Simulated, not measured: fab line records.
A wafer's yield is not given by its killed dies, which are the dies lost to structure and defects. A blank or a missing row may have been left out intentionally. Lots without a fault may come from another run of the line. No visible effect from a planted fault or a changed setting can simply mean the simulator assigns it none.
Struck lot and sound lot, side by side :: flow berkeley-cmos170 :: 43 out of 331 route steps
Sound: the wafers L690.1, L690.2, L690.6. Wafers L696.3, L696.4, L696.5 were the ones struck. At the end, the cause is stated.
For every step that has rows: the tool of each side, followed by ch and its chambers, followed by its first start. Under that, the readings that differ: sound wafers :: struck wafers :: difference of the means :: sigmas: that difference in standard deviations of wafers without a fault.
alike: words and numbers the same on both sides, and readings whose means are apart by under 2 such deviations; not compared: readings that were withheld, readings missing a value for some wafer, numbers with overlapping values and no deviation given by the record, and bounds like >300 which may hide the same value.
Wherever a step has rows on one side only, a row that says differs or no value, or a row with sigmas, the two part there. Numbers that don't overlap but have no deviation are shown without sigmas and don't part them. A reading missing from all wafers of one side parts the sides only when that side holds two or more wafers.

first, 1 step without rows for these wafers: UCB170_PLDD_IMPLANT_09.
UCB170_PLDD_STRIP_10: strips in O2.
  sound on plasma-asher-01 ch 0,1, day 6 22:39; struck on plasma-asher-03 ch 0,1, day 8 18:34
reading: drypump-motor-current-A (A)
sound: 5.60 5.45 5.63
struck: 6.06 6.08 6.03
difference: +0.50
sigmas: +2
  alike: oes-product-au, strip-time-to-endpoint-s
  not compared: rf-hours-counter-h
UCB170_PLDD_TW_MEAS_11:
  sound on film-metro-04, day 6 22:45; struck on film-metro-01, day 8 18:39
  alike: PLDD_TW
then, 7 steps without rows for these wafers: UCB170_PLDD_CLEAN_12 (cleans in SPM, time 600 s); UCB170_NLDD_HMDS_00 (prime time 60 s); UCB170_NLDD_COAT_01 (resist thk 900 nm); UCB170_NLDD_SOFTBAKE_02 (time 60 s); UCB170_NLDD_EXPOSE_03 (exposes mask NSELECT, target cd 1200 nm); UCB170_NLDD_PEB_04; UCB170_NLDD_DEVELOP_05 (develop time 45 s).
UCB170_NLDD_CD_MEAS_06 targets a cd of 1200 nm.
  sound on cd-sem-02, day 6 23:59; struck on cd-sem-02, day 8 20:25
  alike: cd-nm
UCB170_NLDD_OVL_MEAS_07:
  sound on overlay-02, day 7 00:07; struck on overlay-01, day 8 20:30
  alike: NLDD_OVL
UCB170_NLDD_IMPLANT_08:
  sound on implanter-03 ch 0, day 7 00:08; struck on implanter-02 ch 0, day 8 20:35
reading: implant-ion-amu
sound: 75 75 75
struck: 49 49 49
difference: -26
sigmas: 

reading: model.implant.drp-nm (nm)
sound: 9.611 9.611 9.611
struck: 12.97 12.97 12.97
difference: +3.36
sigmas: 

reading: model.implant.rp-nm (nm)
sound: 21.85 21.85 21.85
struck: 23.05 23.05 23.05
difference: +1.20
sigmas: 
  alike: dose-ions-cm2, rotation-deg
then, 1 step without rows for these wafers: UCB170_NLDD_IMPLANT_09.
UCB170_NLDD_STRIP_10: strips in O2.
  sound on plasma-asher-04 ch 0,1, day 7 00:26; struck on plasma-asher-04 ch 0,1, day 8 20:52
  alike: drypump-motor-current-A, oes-product-au, strip-time-to-endpoint-s
  not compared: rf-hours-counter-h
UCB170_NLDD_TW_MEAS_11:
  sound on film-metro-03, day 7 00:32; struck on film-metro-04, day 8 20:57
reading: NLDD_TW
sound: 2245 2234 2228
struck: 1920 1923 1905
difference: -320
sigmas: -25
then, 1 step without rows for these wafers: UCB170_NLDD_CLEAN_12 (cleans in SPM, time 600 s).
UCB170_SPACER_CVD_00: deposits SiO2 from TEOS/O2, target thk 376 nm, time 47 s.
  sound on pecvd-04 ch 0,2, day 7 00:47; struck on pecvd-01 ch 0,2, day 8 21:10
  alike: heater-power-w
UCB170_SPACER_THK_MEAS_01:
  sound on film-metro-02, day 7 00:49; struck on film-metro-03, day 8 21:13
  alike: SPACER_TEOS_THK
then, 1 step without rows for these wafers: UCB170_SPACER_ANNEAL_02 (time 1800 s).
UCB170_SPACER_ETCHBACK_03: etches SiO2 in CHF3/CF4/Ar, stops on Si, target depth 376 nm, time 100 s.
  sound on rie-diel-01 ch 1,2,3, day 7 07:32; struck on rie-diel-03 ch 0,2,3, day 9 03:02
  alike: drypump-motor-current-A, oes-product-au, throttle-valve-pct
  not compared: rf-hours-counter-h
then, 6 steps without rows for these wafers: UCB170_PSD_HMDS_00 (prime time 60 s); UCB170_PSD_COAT_01 (resist thk 900 nm); UCB170_PSD_SOFTBAKE_02 (time 60 s); UCB170_PSD_EXPOSE_03 (exposes mask PSELECT MOD, target cd 1200 nm); UCB170_PSD_PEB_04; UCB170_PSD_DEVELOP_05 (develop time 45 s).
UCB170_PSD_CD_MEAS_06 targets a cd of 1200 nm.
  sound on cd-sem-02, day 7 10:08; struck on cd-sem-01, day 9 04:36
  alike: cd-nm
UCB170_PSD_OVL_MEAS_07:
  sound on overlay-01, day 7 10:15; struck on overlay-01, day 9 04:41
  alike: PSD_OVL
then, 1 step without rows for these wafers: UCB170_PSD_IMPLANT_08.
UCB170_PSD_STRIP_09: strips in O2.
  sound on plasma-asher-03 ch 0,1, day 7 10:26; struck on plasma-asher-04 ch 0,1, day 9 04:54
  alike: drypump-motor-current-A, oes-product-au, strip-time-to-endpoint-s
  not compared: rf-hours-counter-h
UCB170_PSD_TW_MEAS_10:
  sound on film-metro-03, day 7 10:32; struck on film-metro-01, day 9 04:59
  alike: PSD_TW
then, 7 steps without rows for these wafers: UCB170_PSD_CLEAN_11 (cleans in SPM, time 600 s); UCB170_NSD_HMDS_00 (prime time 60 s); UCB170_NSD_COAT_01 (resist thk 900 nm); UCB170_NSD_SOFTBAKE_02 (time 60 s); UCB170_NSD_EXPOSE_03 (exposes mask NSELECT MOD, target cd 1200 nm); UCB170_NSD_PEB_04; UCB170_NSD_DEVELOP_05 (develop time 45 s).
UCB170_NSD_CD_MEAS_06 targets a cd of 1200 nm.
  sound on cd-sem-01, day 7 11:45; struck on cd-sem-01, day 9 07:20
  alike: cd-nm
UCB170_NSD_OVL_MEAS_07:
  sound on overlay-01, day 7 11:52; struck on overlay-02, day 9 07:25
  alike: NSD_OVL
then, 1 step without rows for these wafers: UCB170_NSD_IMPLANT_08.
UCB170_SDANNEAL_RS_MEAS_05: measurement is done with a four-point probe.
  sound on film-metro-03, day 7 14:10; struck on film-metro-01, day 9 09:31
reading: NLDD_RS (ohm/sq)
sound: 616.5 618.3 616.6
struck: - - -
difference: no value on the struck wafers
sigmas: 

== WHERE THEY PART ==
First at UCB170_PLDD_STRIP_10; last, within this record, at UCB170_SDANNEAL_RS_MEAS_05.

WHY: whatever the simulator had introduced
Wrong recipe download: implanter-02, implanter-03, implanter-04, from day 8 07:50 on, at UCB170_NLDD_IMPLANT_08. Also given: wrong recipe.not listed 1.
